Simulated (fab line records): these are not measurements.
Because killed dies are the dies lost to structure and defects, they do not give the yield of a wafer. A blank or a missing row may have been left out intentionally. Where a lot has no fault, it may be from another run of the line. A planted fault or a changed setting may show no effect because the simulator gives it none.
fab line records	flow berkeley_cmos170
[record] lots = 6	wafers = 18	last_day = 12
route steps=331 shown V2@298 M3@309
lots with no fault: from the same line, run without faults
start_h: start of the lot's first displayed wafer, in hours after the record's first day	wait_h: hours elapsed since this lot's preceding step	" same as the row above	L1.1+2: a row that stands for several wafers	- either no value or no given start	* or withheld: withheld	< > ~ a bound
route shown NAME@n: a module of which the file shows steps, and the number in the route of the first	usual: mean and standard deviation over wafers with no fault	same: alike in all rows	chamber/n: place in a boat	sites: per-site readings	_std_site: their standard deviation	_edge_site: mean of outer sites minus mean of inner sites	radius_mm: how far each site lies from the wafer's centre	mask NAME#n: copy n	behind: the tool/chamber that last shaped the wafer	hold: why the lot was held/for how many hours/how that ended	device: whichever transistor did not switch (one of n, p or np)	end of line: tests run on the same wafers once the route is complete	for a step that has no rows: nothing shown but its recipe	killed: dies lost to structure and defects at the first sort, not the wafer's yield	map: dies across one wafer; x = killed, . = not, _ = none there
set.NAME: the setting that was run; set.NAME@STEP: the one run at that earlier step	model.NAME: the simulator's own value behind a step, which no gauge read
certain route steps with their lots: each step a table, each wafer a row
services: the hour from which a tool's chamber was out of use, counted from the record's first day as start_h (under 0 if before that day), plus the number of hours and why
[[steps]]
[step UCB170_V2_HMDS_06]
[recipe] prime_time_s = 60	prime_temp_c = 100
[step UCB170_V2_COAT_07]
[recipe] resist = KrF	spin_rpm = 1500	resist_thk_nm = 900
[step UCB170_V2_SOFTBAKE_08]
[recipe] resist = KrF	temp_c = 130	time_s = 60
[step UCB170_V2_EXPOSE_09]
[recipe] mask_id = VIA2	target_cd_nm = 700	na = 0.5	sigma_outer = 0.6	source_shape = conventional	dose_mj = 37
[step UCB170_V2_PEB_10]
[recipe] peb_temp_c = 130	peb_time_s = withheld	resist = KrF
[step UCB170_V2_DEVELOP_11]
[recipe] developer = TMAH	develop_time_s = 45	resist = KrF	dev_temp_c = 21
[step UCB170_V2_CD_MEAS_12]
[recipe] target_cd_nm = 700
[usual] cd_nm = 700.2/1.2
lot.wafer	tool	chamber	start_h	wait_h	cd_nm
L668.2	cd_sem-01	-	179.66	-	699.4
L668.4	"	-	"	"	700.4
L668.5	"	-	"	"	699.9
L669.3	cd_sem-01	-	180.28	-	701.5
L669.5	"	-	"	"	701.6
L669.6	"	-	"	"	701.2
L677.2	cd_sem-02	-	219.91	-	699.5
L677.3	"	-	"	"	700.2
L677.4	"	-	"	"	700.1
L676.2	cd_sem-02	-	223.78	-	699.9
L676.5	"	-	"	"	699.4
L676.6	"	-	"	"	698.5
L678.2	cd_sem-01	-	232.26	-	699.5
L678.5	"	-	"	"	699.6
L678.6	"	-	"	"	700.4
L686.3	cd_sem-02	-	278.90	-	699.8
L686.4	"	-	"	"	701.3
L686.6	"	-	"	"	702.1
[step UCB170_V2_OVL_MEAS_13]
[usual] V2_OVL = 3/7.3
lot.wafer	tool	chamber	start_h	wait_h	V2_OVL[nm]
L668.2	overlay-01	-	179.76	0.1	4
L668.4	"	-	"	"	2
L668.5	"	-	"	"	2
L669.3	overlay-01	-	180.37	0.1	-9
L669.5	"	-	"	"	-6
L669.6	"	-	"	"	-10
L677.2	overlay-02	-	220.02	0.1	-6
L677.3	"	-	"	"	-3
L677.4	"	-	"	"	-8
L676.2	overlay-02	-	223.88	0.1	-4
L676.5	"	-	"	"	4
L676.6	"	-	"	"	-7
L678.2	overlay-02	-	232.37	0.1	0
L678.5	"	-	"	"	3
L678.6	"	-	"	"	6
L686.3	overlay-02	-	278.99	0.1	11
L686.4	"	-	"	"	14
L686.6	"	-	"	"	13
[step UCB170_V2_ETCH_14]
[recipe] chemistry = CHF3/CF4/Ar	target = SiO2	stop_on = Al	CHF3_flow_sccm = 45	cf4_flow_sccm = 15	Ar_flow_sccm = 150	pressure_mtorr = 200	rf_w = 700	target_depth_a = 12500	over_etch_frac = 0.2353	time_s = 291
[usual] CHF3_flow_sccm = 45.00/0.14	drypump_motor_current_A = 5.7/0.45	oes_product_au = 0.881/0.015	throttle_valve_pct = 6.99/0.15
lot.wafer	tool	chamber	start_h	wait_h	CHF3_flow_sccm	drypump_motor_current_A	oes_product_au	rf_hours_counter_h	throttle_valve_pct
L668.2	rie_diel-04	2	179.79	0.0	45.12	6.2	0.843	6	6.93
L668.4	"	1	"	"	44.95	5.6	0.873	18	7.01
L668.5	"	0	"	"	44.81	5.9	0.880	-	6.96
L669.3	rie_diel-03	0	180.40	0.0	44.80	5.4	0.863	34	6.80
L669.5	"	1	"	"	45.05	5.3	0.887	-	7.20
L669.6	"	2	"	"	45.18	6.1	0.873	-	6.95
L677.2	rie_diel-02	3	220.05	0.0	44.79	5.7	0.903	110	6.92
L677.3	"	1	"	"	45.04	5.0	0.890	23	7.11
L677.4	"	0	"	"	45.14	5.9	0.900	-	7.16
L676.2	rie_diel-02	2	223.91	0.0	45.11	5.1	0.894	43	6.66
L676.5	"	1	"	"	44.95	5.0	0.886	-	7.11
L676.6	"	2	"	"	45.19	5.1	0.883	-	6.64
L678.2	rie_diel-04	3	232.40	0.0	44.97	5.8	0.907	46	7.03
L678.5	"	3	"	"	44.86	5.8	0.903	-	7.03
L678.6	"	2	"	"	45.05	6.3	0.849	-	6.94
L686.3	rie_diel-02	1	279.02	0.0	44.77	5.0	0.880	27	7.11
L686.4	"	0	"	"	45.04	6.0	0.889	-	7.15
L686.6	"	2	"	"	44.75	5.1	0.893	-	6.66
[step UCB170_V2_STRIP_15]
[recipe] chemistry = O2	power_w = 400	pressure_mtorr = 3500	platen_temp_c = withheld	o2_flow_sccm = 400	overash_fraction = 0.5
[usual] drypump_motor_current_A = 5.8/0.44	oes_product_au = 0.721/0.0044	strip_time_to_endpoint_s = 15.44/0.11
lot.wafer	tool	chamber	start_h	wait_h	drypump_motor_current_A	oes_product_au	rf_hours_counter_h	strip_time_to_endpoint_s
L668.2	plasma_asher-04	0	179.97	0.1	5.3	0.721	49	15.49
L668.4	"	1	"	"	6.2	0.719	-	15.48
L668.5	"	1	"	"	6.2	0.721	-	15.61
L669.3	plasma_asher-02	0	180.61	0.1	6.2	0.725	-	15.32
L669.5	"	0	"	"	6.2	0.724	-	15.53
L669.6	"	1	"	"	4.8	0.726	-	15.42
L677.2	plasma_asher-01	1	220.23	0.1	5.9	0.724	11	15.45
L677.3	"	1	"	"	5.9	0.722	-	15.59
L677.4	"	0	"	"	6.1	0.720	-	15.40
L676.2	plasma_asher-04	0	224.09	0.1	5.3	0.717	53	15.52
L676.5	"	1	"	"	6.2	0.722	-	15.40
L676.6	"	0	"	"	5.3	0.720	-	15.52
L678.2	plasma_asher-01	1	232.57	0.1	5.9	0.723	12	15.59
L678.5	"	0	"	"	6.1	0.720	-	15.55
L678.6	"	1	"	"	5.8	0.721	-	15.42
L686.3	plasma_asher-02	1	279.23	0.1	4.8	0.725	-	15.42
L686.4	"	0	"	"	6.2	0.724	-	15.19
L686.6	"	0	"	"	6.2	0.719	-	15.43
[step UCB170_V2_CD_MEAS_90]
[recipe] target_cd_nm = 700
[usual] cd_nm = 699.8/1.5
lot.wafer	tool	chamber	start_h	wait_h	cd_nm
L668.2	cd_sem-02	-	180.09	0.1	700.6
L668.4	"	-	"	"	700.7
L668.5	"	-	"	"	701.2
L669.3	cd_sem-01	-	180.72	0.1	702.1
L669.5	"	-	"	"	701.3
L669.6	"	-	"	"	701.1
L677.2	cd_sem-02	-	220.38	0.1	698.3
L677.3	"	-	"	"	698.8
L677.4	"	-	"	"	699.5
L676.2	cd_sem-02	-	224.21	0.1	698.6
L676.5	"	-	"	"	697.1
L676.6	"	-	"	"	697.1
L678.2	cd_sem-01	-	232.69	0.1	700.6
L678.5	"	-	"	"	699.4
L678.6	"	-	"	"	699.3
L686.3	cd_sem-02	-	279.34	0.1	698.1
L686.4	"	-	"	"	701.0
L686.6	"	-	"	"	701.9
[step UCB170_M3_PRE_CLEAN_00]
[recipe] gas = Ar	preclean_etch_time_s = 60
[step UCB170_M3_SPUTTER_01]
[recipe] material = Al	target_thk_nm = 900	time_s = 120	power_w = 6000	chamber_pressure_pa = 0.5
[usual] throttle_valve_pct = 30.6/1
lot.wafer	tool	chamber	start_h	wait_h	throttle_valve_pct	model.Al_of_M3_SPUTTER_01.thk_nm
L668.2	pvd_sputter-03	-	180.26	0.0	32.6	914.7
L668.4	"	-	"	"	29.2	903.9
L668.5	"	-	"	"	30.0	904
L669.3	pvd_sputter-01	-	180.86	0.0	30.9	891.5
L669.5	"	-	"	"	31.7	901.2
L669.6	"	-	"	"	31.2	894.3
L677.2	pvd_sputter-02	-	220.54	0.0	29.8	912.7
L677.3	"	-	"	"	29.6	910.5
L677.4	"	-	"	"	30.3	915.4
L676.2	pvd_sputter-03	-	224.38	0.0	30.1	1297
L676.5	"	-	"	"	30.9	1302
L676.6	"	-	"	"	29.4	1293
L678.2	pvd_sputter-03	-	232.86	0.0	29.2	1306
L678.5	"	-	"	"	29.4	1316
L678.6	"	-	"	"	32.9	1323
L686.3	pvd_sputter-02	-	279.48	0.0	30.0	908.3
L686.4	"	-	"	"	30.7	916.5
L686.6	"	-	"	"	29.6	906.9
[step UCB170_M3_RS_MEAS_02]
[recipe] thk_meas_gauge = four-point-probe	reads = Al_of_M3_SPUTTER_01
[usual] M3_AL_RS = 0.0320/0.00034
lot.wafer	tool	chamber	start_h	wait_h	M3_AL_RS[ohm/sq]
L668.2	film_metro-03	-	180.36	0.1	0.0316
L668.4	"	-	"	"	0.0320
L668.5	"	-	"	"	0.0319
L669.3	film_metro-01	-	180.99	0.1	0.0325
L669.5	"	-	"	"	0.0322
L669.6	"	-	"	"	0.0324
L677.2	film_metro-04	-	220.65	0.1	0.0317
L677.3	"	-	"	"	0.0319
L677.4	"	-	"	"	0.0316
L676.2	film_metro-04	-	224.48	0.1	0.0222
L676.5	"	-	"	"	0.0222
L676.6	"	-	"	"	0.0223
L678.2	film_metro-04	-	232.96	0.1	0.0221
L678.5	"	-	"	"	0.0220
L678.6	"	-	"	"	0.0219
L686.3	film_metro-03	-	279.61	0.1	0.0318
L686.4	"	-	"	"	0.0315
L686.6	"	-	"	"	0.0319
[step UCB170_M3_THK_MEAS_03]
[recipe] thk_meas_gauge = xrf	reads = Al_of_M3_SPUTTER_01
[usual] M3_AL_THK = 882/11
lot.wafer	tool	chamber	start_h	wait_h	M3_AL_THK[nm]
L668.2	film_metro-03	-	180.47	0.1	903
L668.4	"	-	"	"	891
L668.5	"	-	"	"	892
L669.3	film_metro-01	-	181.09	0.1	872
L669.5	"	-	"	"	880
L669.6	"	-	"	"	878
L677.2	film_metro-04	-	220.76	0.1	879
L677.3	"	-	"	"	879
L677.4	"	-	"	"	880
L676.2	film_metro-04	-	224.59	0.1	1252
L676.5	"	-	"	"	1256
L676.6	"	-	"	"	1254
L678.2	film_metro-04	-	233.07	0.1	1264
L678.5	"	-	"	"	1269
L678.6	"	-	"	"	1282
L686.3	film_metro-03	-	279.71	0.1	888
L686.4	"	-	"	"	897
L686.6	"	-	"	"	894
[step UCB170_M3_HMDS_04]
[recipe] prime_time_s = 60	prime_temp_c = 100
[step UCB170_M3_COAT_05]
[recipe] resist = KrF	spin_rpm = 1500	resist_thk_nm = 900
[step UCB170_M3_SOFTBAKE_06]
[recipe] resist = KrF	temp_c = 130	time_s = 60
[step UCB170_M3_STRIP_07]
[recipe] chemistry = O2	power_w = 400	pressure_mtorr = 3500	platen_temp_c = withheld	o2_flow_sccm = 400	overash_fraction = 0.5
[usual] drypump_motor_current_A = 5.6/0.46	oes_product_au = 0.734/0.0045	strip_time_to_endpoint_s = 21.97/0.061
lot.wafer	tool	chamber	start_h	wait_h	drypump_motor_current_A	oes_product_au	rf_hours_counter_h	strip_time_to_endpoint_s
L668.2	plasma_asher-03	1	181.10	0.1	5.2	0.735	45	21.99
L668.4	"	0	"	"	5.7	0.739	-	21.97
L668.5	"	1	"	"	5.2	0.743	-	22.00
L669.3	plasma_asher-01	0	181.61	0.1	6.1	0.739	-	22.04
L669.5	"	0	"	"	6.1	0.737	-	22.03
L669.6	"	1	"	"	5.9	0.728	-	21.96
L677.2	plasma_asher-01	0	221.26	0.1	6.2	0.733	11	21.90
L677.3	"	1	"	"	5.9	0.733	-	21.97
L677.4	"	0	"	"	6.1	0.741	-	21.95
L676.2	plasma_asher-02	0	226.23	0.1	6.2	0.728	49	21.96
L676.5	"	0	"	"	6.2	0.733	-	21.91
L676.6	"	1	"	"	4.8	0.730	-	21.99
L678.2	plasma_asher-03	1	233.57	0.1	5.2	0.736	51	21.94
L678.5	"	1	"	"	5.2	0.737	-	21.97
L678.6	"	0	"	"	5.7	0.733	-	21.94
L686.3	plasma_asher-03	1	280.95	0.1	5.3	0.739	-	21.92
L686.4	"	0	"	"	5.7	0.738	-	21.93
L686.6	"	1	"	"	5.3	0.733	-	21.87
[step UCB170_M3_STRIP_08]
[recipe] chemistry = DMSO	temp_c = 80	time_s = 600	material = KrF
[step UCB170_M3_COAT_09]
[recipe] resist = BARC	temp_c = withheld	time_s = withheld	spin_rpm = 3000	resist_thk_nm = withheld
[step UCB170_M3_COAT_10]
[recipe] resist = KrF	spin_rpm = 1500	resist_thk_nm = 900
[step UCB170_M3_SOFTBAKE_11]
[recipe] resist = KrF	temp_c = 130	time_s = 60
[step UCB170_M3_EXPOSE_12]
[recipe] mask_id = METAL3	target_cd_nm = 700	na = 0.5	sigma_outer = 0.6	source_shape = conventional	dose_mj = 26.61
[step UCB170_M3_PEB_13]
[recipe] peb_temp_c = 130	peb_time_s = withheld	resist = KrF
[step UCB170_M3_DEVELOP_14]
[recipe] developer = TMAH	develop_time_s = 45	resist = KrF	dev_temp_c = 21
[step UCB170_M3_CD_MEAS_15]
[recipe] target_cd_nm = 700
[usual] cd_nm = 700.1/1.5
lot.wafer	tool	chamber	start_h	wait_h	cd_nm
L668.2	cd_sem-02	-	182.36	-	701.7
L668.4	"	-	"	"	701.2
L668.5	"	-	"	"	701.9
L669.3	cd_sem-01	-	183.10	-	701.7
L669.5	"	-	"	"	701.1
L669.6	"	-	"	"	699.5
L677.2	cd_sem-01	-	223.36	-	697.4
L677.3	"	-	"	"	698.7
L677.4	"	-	"	"	696.7
L676.2	cd_sem-02	-	228.04	-	701.9
L676.5	"	-	"	"	701.0
L676.6	"	-	"	"	701.5
L678.2	cd_sem-02	-	235.01	-	700.3
L678.5	"	-	"	"	700.6
L678.6	"	-	"	"	700.6
L686.3	cd_sem-02	-	283.61	-	700.9
L686.4	"	-	"	"	700.5
L686.6	"	-	"	"	702.4
[step UCB170_M3_OVL_MEAS_16]
[usual] M3_OVL = -1/6.2
lot.wafer	tool	chamber	start_h	wait_h	M3_OVL[nm]
L668.2	overlay-02	-	182.47	0.1	2
L668.4	"	-	"	"	-4
L668.5	"	-	"	"	-1
L669.3	overlay-02	-	183.20	0.1	-4
L669.5	"	-	"	"	-11
L669.6	"	-	"	"	-4
L677.2	overlay-01	-	223.46	0.1	-14
L677.3	"	-	"	"	-15
L677.4	"	-	"	"	-14
L676.2	overlay-02	-	228.15	0.1	3
L676.5	"	-	"	"	5
L676.6	"	-	"	"	7
L678.2	overlay-01	-	235.12	0.1	0
L678.5	"	-	"	"	-4
L678.6	"	-	"	"	-1
L686.3	overlay-02	-	283.70	0.1	7
L686.4	"	-	"	"	1
L686.6	"	-	"	"	-3
[step UCB170_M3_ETCH_17]
[recipe] chemistry = N2/H2	target_depth_a = withheld	overetch_a = withheld	target = BARC	time_s = withheld	source_w = 500	bias_w = 100	pressure_mtorr = 30	n2_flow_sccm = 100	h2_flow_sccm = 200
[usual] drypump_motor_current_A = 5.6/0.47	h2_flow_sccm = 199.9/0.59	n2_flow_sccm = 100.03/0.28	oes_product_au = 0.996/0.021	throttle_valve_pct = 13.34/0.23
lot.wafer	tool	chamber	start_h	wait_h	drypump_motor_current_A	h2_flow_sccm	n2_flow_sccm	oes_product_au	throttle_valve_pct
L668.2	rie_diel-03	0	182.50	0.0	5.4	200.9	99.56	1.002	13.07
L668.4	"	1	"	"	5.3	200.4	100.50	0.978	13.63
L668.5	"	2	"	"	6.2	199.9	99.98	0.966	13.23
L669.3	rie_diel-02	3	183.22	0.0	5.7	199.4	100.49	0.991	13.31
L669.5	"	3	"	"	5.7	199.3	100.10	1.005	13.33
L669.6	"	2	"	"	5.1	199.5	100.14	0.995	12.92
L677.2	rie_diel-03	2	223.49	0.0	6.1	199.4	99.82	0.983	13.20
L677.3	"	0	"	"	5.4	199.8	100.42	1.005	13.04
L677.4	"	1	"	"	5.3	199.3	100.21	0.982	13.62
L676.2	rie_diel-03	1	228.18	0.0	5.3	199.1	99.94	0.979	13.60
L676.5	"	2	"	"	6.2	200.0	99.78	0.990	13.21
L676.6	"	1	"	"	5.3	199.7	99.52	0.987	13.63
L678.2	rie_diel-02	1	235.15	0.0	5.0	200.1	100.56	0.989	13.64
L678.5	"	3	"	"	5.7	199.7	100.19	0.996	13.31
L678.6	"	0	"	"	6.0	198.9	99.99	1.042	13.57
L686.3	rie_diel-01	0	283.72	0.0	5.4	199.5	100.47	0.978	13.32
L686.4	"	3	"	"	5.7	200.6	99.76	0.968	13.46
L686.6	"	0	"	"	5.4	199.9	100.27	0.985	13.32
[step UCB170_M3_METAL_ETCH_18]
[recipe] chemistry = Cl2/BCl3	target = Al	stop_on = SiO2	pressure_mtorr = 12	target_depth_a = 11700	over_etch_frac = 0.3	time_s = 195	icp_w = 600	bias_w = 120	Cl2_flow_sccm = 90	bcl3_flow_sccm = 45
[usual] drypump_motor_current_A = 5.5/0.51	oes_product_au = 0.851/0.015	throttle_valve_pct = 24.50/0.17
lot.wafer	tool	chamber	start_h	wait_h	drypump_motor_current_A	oes_product_au	rf_hours_counter_h	throttle_valve_pct
L668.2	rie_metal-03	0	182.54	-	5.8	0.856	1	24.62
L668.4	"	0	"	"	5.8	0.847	-	24.62
L668.5	"	1	"	"	4.9	0.834	-	24.29
L669.3	rie_metal-01	0	183.33	-	6.1	0.845	-	24.65
L669.5	"	1	"	"	5.9	0.878	-	24.70
L669.6	"	0	"	"	6.1	0.848	-	24.65
L677.2	rie_metal-03	1	223.53	-	4.9	0.847	8	24.29
L677.3	"	0	"	"	5.8	0.850	-	24.63
L677.4	"	1	"	"	4.9	0.849	-	24.30
L676.2	rie_metal-01	1	228.22	-	5.9	1.006	11	24.66
L676.5	"	1	"	"	5.9	1.006	-	24.64
L676.6	"	0	"	"	6.1	1.014	-	24.56
L678.2	rie_metal-03	1	235.19	-	4.9	0.997	8	24.20
L678.5	"	0	"	"	5.8	0.983	-	24.56
L678.6	"	1	"	"	4.9	0.998	-	24.22
L686.3	rie_metal-02	1	283.83	-	5.5	0.839	-	24.23
L686.4	"	0	"	"	4.9	0.851	-	24.47
L686.6	"	0	"	"	4.9	0.847	-	24.47
[step UCB170_M3_STRIP_19]
[recipe] chemistry = O2	power_w = 400	pressure_mtorr = 3500	platen_temp_c = withheld	o2_flow_sccm = 400	overash_fraction = 0.5
[usual] drypump_motor_current_A = 5.7/0.46	oes_product_au = 0.536/0.022
lot.wafer	tool	chamber	start_h	wait_h	drypump_motor_current_A	oes_product_au	rf_hours_counter_h
L668.2	plasma_asher-03	0	182.73	0.1	5.7	0.554	45
L668.4	"	0	"	"	5.8	0.555	-
L668.5	"	0	"	"	5.7	0.526	-
L669.3	plasma_asher-01	0	183.48	0.1	6.1	0.525	-
L669.5	"	1	"	"	5.9	0.566	-
L669.6	"	0	"	"	6.1	0.508	-
L677.2	plasma_asher-01	1	223.72	0.1	5.9	0.520	11
L677.3	"	0	"	"	6.1	0.543	-
L677.4	"	1	"	"	5.9	0.511	-
L676.2	plasma_asher-01	1	228.41	0.1	5.9	0.572	12
L676.5	"	0	"	"	6.1	0.561	-
L676.6	"	1	"	"	5.9	0.519	-
L678.2	plasma_asher-01	0	235.38	0.1	6.1	0.515	13
L678.5	"	0	"	"	6.1	0.540	-
L678.6	"	1	"	"	5.9	0.523	-
L686.3	plasma_asher-01	0	283.99	0.1	6.1	0.515	-
L686.4	"	1	"	"	5.9	0.551	-
L686.6	"	1	"	"	5.9	0.549	-
[[services]]
tool	chamber	start_h	hours	kind
plasma_asher-03	-	156.02	8.5	repair
rie_metal-02	1	156.82	-	clean
rie_metal-02	1	156.82	11.9	scheduled_down
rie_metal-02	1	156.82	11.9	vent_cycle
rie_diel-04	3	158.19	18.2	repair
rie_metal-03	1	172.43	2.6	repair
rie_diel-04	-	187.80	0.7	repair
rie_diel-01	1	190.44	-	clean
rie_diel-01	1	190.44	21.8	scheduled_down
rie_diel-01	1	190.44	21.8	vent_cycle
rie_metal-02	-	192.84	2.8	pm
rie_diel-04	-	199.68	0.9	repair
rie_diel-02	2	209.47	12.5	repair
rie_metal-01	-	213.36	0.3	repair
rie_diel-03	3	218.88	24.4	repair
rie_diel-04	0	227.33	10.2	repair
pvd_sputter-02	-	227.74	9.2	repair
rie_diel-01	-	234.35	1.8	repair
rie_metal-01	-	235.56	3.6	repair
plasma_asher-01	-	253.22	0.5	repair
pvd_sputter-03	-	260.82	5.4	repair
rie_diel-02	3	273.13	7.1	repair
rie_metal-01	1	273.67	-	clean
rie_metal-01	-	277.05	2.8	pm
[[key]]
[first_sign] step = UCB170_M3_RS_MEAS_02	reading = M3_AL_RS	direction = down	sigmas = 29	usual = 0.0320	struck = 0.0221
[effect] step = UCB170_M3_THK_MEAS_03	reading = M3_AL_THK	direction = up	sigmas = 34	usual = 882	struck = 1263
[effect] step = UCB170_M3_METAL_ETCH_18	reading = oes_product_au	direction = up	sigmas = 10	usual = 0.851	struck = 1.001
[model_effect] step = UCB170_M3_SPUTTER_01	value = Al_of_M3_SPUTTER_01.thk_nm	without = 899.5	struck = 1306
[model_effect] step = UCB170_M3_PROBE_99	value = etest.antenna_m2.over_limit	without = 0	struck = 1
met_at UCB170_M3_SPUTTER_01
struck_wafers L676.2,L676.5,L676.6,L678.2,L678.5,L678.6
later_rows_left_out L676.2,L676.5,L676.6,L678.2,L678.5,L678.6
sort_left_out L676.2,L676.5,L676.6,L678.2,L678.5,L678.6
onset_between 180.26 224.38
[fault] kind = process_parameter_drift	tool = pvd_sputter-03	chamber = -	onset_h = 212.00	steps = UCB170_M3_SPUTTER_01	channel = target_thk_nm	offset = 406.78	shape = step	end_h = 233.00	acts_in = these_recipes_only	stated = 900
// sort_left_out: the simulated sort isn't trusted on such a fault, so these wafers' sort isn't shown, and their yield isn't known
// later_rows_left_out: the simulator's readings of these wafers behind a module that went badly wrong aren't trusted and aren't shown, but for the sort
